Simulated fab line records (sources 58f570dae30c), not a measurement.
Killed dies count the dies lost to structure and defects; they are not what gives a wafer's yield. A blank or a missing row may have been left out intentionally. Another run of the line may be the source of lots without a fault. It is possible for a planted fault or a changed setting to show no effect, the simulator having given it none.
A lot that was struck, set against a sound lot ; flow berkeleyCmos170 ; 14 steps out of a route of 331
Sound: the wafers L550.2, L550.3, L550.5. The struck wafers were L568.1, L568.2, L568.5. At the end, the cause is stated.
For every step that has rows: the tool of each side, followed by ch and its chambers, followed by its first start. Under that, the readings that differ: sound wafers ; struck wafers ; difference of the means ; sigmas: that difference in standard deviations of wafers without a fault.
alike: readings with means less than 2 such deviations apart, plus words and numbers identical on both sides. not compared: withheld readings, readings lacking a value on some wafer, bounds such as >300 that could conceal the same value, and numbers that have no deviation in the record and whose values overlap.
The two part at a step that has a row with sigmas, a row that says differs or no value, or rows on one side only. Numbers that don't overlap but have no deviation are shown without sigmas and don't part them. A reading that every wafer of one side lacks parts them only if that side has two wafers or more.

first, 2 steps without rows for these wafers: UCB170_SACOX_CLEAN_00 (cleans in dHF, time 7.5 s); UCB170_SACOX_OXIDATION_01 (target thk 14.4 nm, ox time 2400 s).
UCB170_SACOX_THK_MEAS_02:
  struck on filmMetro-03, day 10 02:46; sound on filmMetro-04, day 6 05:25
  alike: SACOX_OXIDE_THK
then, 2 steps without rows for these wafers: UCB170_SCREENOX_WET_ETCH_00 (etches SiO2 in dHF, time 200 s); UCB170_SCREENOX_OXIDATION_01 (target thk 14.4 nm, ox time 2400 s).
UCB170_SCREENOX_THK_MEAS_02:
  struck on filmMetro-03, day 10 12:16; sound on filmMetro-01, day 6 12:30
  alike: SCREENOX_OXIDE_THK
then, 6 steps without rows for these wafers: UCB170_SCREENOX_ANNEAL_03 (time 900 s); UCB170_NVT_HMDS_00 (prime time 60 s); UCB170_NVT_COAT_01 (resist thk 900 nm); UCB170_NVT_SOFTBAKE_02 (time 60 s); UCB170_NVT_EXPOSE_03 (exposes mask PWELL, target cd 3000 nm); UCB170_NVT_PEB_04.
UCB170_NVT_DEVELOP_05: develop time 45 s.
  struck on lithoTrack-02, day 10 20:00; sound on lithoTrack-02 ch 0, day 6 19:00
  no value came back on the struck wafers for chillPlateTempC (C), developTimeS (s); on the sound wafers chillPlateTempC (C) reads 23.19 23.09 22.97
reading;sound;struck;difference;sigmas
model.KrF_of_NVT_COAT_01.thkNm (nm);884.9 883.2 884.7;901.5 900.4 902.5;+17.2;
UCB170_NVT_OVL_MEAS_06:
  struck on overlay-02, day 10 20:34; sound on overlay-02, day 6 19:07
reading;sound;struck;difference;sigmas
NVT_OVL (nm);-2 1 3;- - -;no value on the struck wafers;

== WHERE THEY PART ==
Last at UCB170_NVT_OVL_MEAS_06 as far as this record goes, first at UCB170_NVT_DEVELOP_05.

WHY: what the simulator had put in
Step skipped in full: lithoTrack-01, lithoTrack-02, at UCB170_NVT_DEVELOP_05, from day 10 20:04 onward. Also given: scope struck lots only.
